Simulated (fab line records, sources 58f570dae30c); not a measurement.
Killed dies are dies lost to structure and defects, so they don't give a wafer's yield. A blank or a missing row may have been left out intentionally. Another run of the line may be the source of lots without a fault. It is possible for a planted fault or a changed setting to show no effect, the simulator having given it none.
Split-lot study || flow berkeleyCmos170 || 5 lots, 23 wafers read, on a route of 331 steps

== THE SPLIT ITSELF ==
At UCB170_NSD_EXPOSE_03 (exposes mask NSELECT MOD, target cd 1200 nm), the setting doseMj was moved away from the recipe's 30 on 7 of the 23 wafers read, by -4.8% to +3.1%. This setting was run at the recipe's value on the other wafers.

== FROM THE SPLIT TO THE READING: what the file shows between them, 2 steps ==
- UCB170_NSD_PEB_04
- UCB170_NSD_DEVELOP_05: develop time 45 s

== THE READING ==
cdNm at UCB170_NSD_CD_MEAS_06, given in nm (cd target 1200 nm). On this fab line, fault-free wafers typically give 1200.0 nm with a standard deviation of 1.3 nm.

{"wafer": "L075.2", "tool, chamber at the split": "krfScanner-02, 0", "doseMj as run": 30, "against the recipe": "recipe", "cdNm, nm": 1200.5, "against lot-mates on the recipe": "-"}
{"wafer": "L075.3", "tool, chamber at the split": "krfScanner-02, 0", "doseMj as run": 30, "against the recipe": "recipe", "cdNm, nm": 1200.6, "against lot-mates on the recipe": "-"}
{"wafer": "L075.4", "tool, chamber at the split": "krfScanner-02, 0", "doseMj as run": 30, "against the recipe": "recipe", "cdNm, nm": 1201.7, "against lot-mates on the recipe": "-"}
{"wafer": "L075.5", "tool, chamber at the split": "krfScanner-02, 0", "doseMj as run": 30, "against the recipe": "recipe", "cdNm, nm": 1199.5, "against lot-mates on the recipe": "-"}
{"wafer": "L075.6", "tool, chamber at the split": "krfScanner-02, 0", "doseMj as run": 30, "against the recipe": "recipe", "cdNm, nm": 1199.3, "against lot-mates on the recipe": "-"}
{"wafer": "L078.1", "tool, chamber at the split": "krfScanner-01, 0", "doseMj as run": 28.55, "against the recipe": "-4.8%", "cdNm, nm": 1191.8, "against lot-mates on the recipe": -8.5}
{"wafer": "L078.2", "tool, chamber at the split": "krfScanner-01, 0", "doseMj as run": 28.55, "against the recipe": "-4.8%", "cdNm, nm": 1192.6, "against lot-mates on the recipe": -7.7}
{"wafer": "L078.3", "tool, chamber at the split": "krfScanner-01, 0", "doseMj as run": 30, "against the recipe": "recipe", "cdNm, nm": 1199.9, "against lot-mates on the recipe": "-"}
{"wafer": "L078.4", "tool, chamber at the split": "krfScanner-01, 0", "doseMj as run": 28.55, "against the recipe": "-4.8%", "cdNm, nm": 1193.6, "against lot-mates on the recipe": -6.7}
{"wafer": "L078.5", "tool, chamber at the split": "krfScanner-01, 0", "doseMj as run": 30, "against the recipe": "recipe", "cdNm, nm": 1200.7, "against lot-mates on the recipe": "-"}
{"wafer": "L081.1", "tool, chamber at the split": "krfScanner-02, 0", "doseMj as run": 30, "against the recipe": "recipe", "cdNm, nm": 1201.0, "against lot-mates on the recipe": "-"}
{"wafer": "L081.2", "tool, chamber at the split": "krfScanner-02, 0", "doseMj as run": 29.17, "against the recipe": "-2.8%", "cdNm, nm": 1195.7, "against lot-mates on the recipe": -4.4}
{"wafer": "L081.3", "tool, chamber at the split": "krfScanner-02, 0", "doseMj as run": 30, "against the recipe": "recipe", "cdNm, nm": 1199.8, "against lot-mates on the recipe": "-"}
{"wafer": "L081.5", "tool, chamber at the split": "krfScanner-02, 0", "doseMj as run": 30, "against the recipe": "recipe", "cdNm, nm": 1199.4, "against lot-mates on the recipe": "-"}
{"wafer": "L081.6", "tool, chamber at the split": "krfScanner-02, 0", "doseMj as run": 29.17, "against the recipe": "-2.8%", "cdNm, nm": 1195.7, "against lot-mates on the recipe": -4.4}
{"wafer": "L080.1", "tool, chamber at the split": "krfScanner-02, 0", "doseMj as run": 30, "against the recipe": "recipe", "cdNm, nm": 1199.9, "against lot-mates on the recipe": "-"}
{"wafer": "L080.2", "tool, chamber at the split": "krfScanner-02, 0", "doseMj as run": 30.94, "against the recipe": "+3.1%", "cdNm, nm": 1205.3, "against lot-mates on the recipe": "+5.0"}
{"wafer": "L080.3", "tool, chamber at the split": "krfScanner-02, 0", "doseMj as run": 30, "against the recipe": "recipe", "cdNm, nm": 1200.4, "against lot-mates on the recipe": "-"}
{"wafer": "L080.5", "tool, chamber at the split": "krfScanner-02, 0", "doseMj as run": 30.94, "against the recipe": "+3.1%", "cdNm, nm": 1205.8, "against lot-mates on the recipe": "+5.5"}
{"wafer": "L080.6", "tool, chamber at the split": "krfScanner-02, 0", "doseMj as run": 30, "against the recipe": "recipe", "cdNm, nm": 1200.5, "against lot-mates on the recipe": "-"}
{"wafer": "L082.1", "tool, chamber at the split": "krfScanner-02, 0", "doseMj as run": 30, "against the recipe": "recipe", "cdNm, nm": 1200.2, "against lot-mates on the recipe": "-"}
{"wafer": "L082.2", "tool, chamber at the split": "krfScanner-02, 0", "doseMj as run": 30, "against the recipe": "recipe", "cdNm, nm": 1201.8, "against lot-mates on the recipe": "-"}
{"wafer": "L082.6", "tool, chamber at the split": "krfScanner-02, 0", "doseMj as run": 30, "against the recipe": "recipe", "cdNm, nm": 1202.4, "against lot-mates on the recipe": "-"}

THE FIT
A straight line over all 23 wafers: cdNm changes by +1.63 nm for each +1% of doseMj; r = +0.97; the points scatter about the line by 0.81 nm.
The same after taking each lot's own level away (the mean of its wafers on the recipe; 23 wafers): +1.61 nm for each +1%; r = +0.98; scatter 0.69 nm.
The reading moves by 7.8 nm for the largest change in doseMj, on that fit.
From 1200.07 to 1201.47 nm: that is the span of the lots' own levels, equal to 1.1 times the standard deviation above.
So the lot-to-lot level changes the slope little: the two slopes agree.
Check: for one of the wafers moved furthest among these (-4.8%), held out of the fit, the line's prediction against its lot-mates is -7.48 nm. Against them it came out at -8.5 nm.

== ADDITIONAL SPLITS CARRIED BY THESE WAFERS ==
Before the reading, these wafers also passed through other splits. Each is held against what the fit with the lots' levels taken away leaves over:
{"other split on the same wafers": "UCB170_ZERO_ETCH_06 overEtchFrac", "wafers away from the commonest value": 11, "r with cdNm (lot level and that fit taken away)": -0.12}
{"other split on the same wafers": "UCB170_PWELL_IMPLANT_15 energyKev", "wafers away from the commonest value": 5, "r with cdNm (lot level and that fit taken away)": "+0.34"}
{"other split on the same wafers": "UCB170_ACTIVE_EXPOSE_10 doseMj", "wafers away from the commonest value": 10, "r with cdNm (lot level and that fit taken away)": "+0.02"}
{"other split on the same wafers": "UCB170_FIELD_OXIDATION_01 tempC", "wafers away from the commonest value": 13, "r with cdNm (lot level and that fit taken away)": -0.03}
{"other split on the same wafers": "UCB170_FIELD_WET_ETCH_04 timeS", "wafers away from the commonest value": 15, "r with cdNm (lot level and that fit taken away)": "+0.01"}
{"other split on the same wafers": "UCB170_PVT_COAT_01 resistThkNm", "wafers away from the commonest value": 5, "r with cdNm (lot level and that fit taken away)": -0.04}
{"other split on the same wafers": "UCB170_GATE_CVD_04 timeS", "wafers away from the commonest value": 18, "r with cdNm (lot level and that fit taken away)": -0.02}

== FILE'S OWN FIT ==
cdNm changes by +1.61 nm for each +1% of doseMj, r = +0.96.
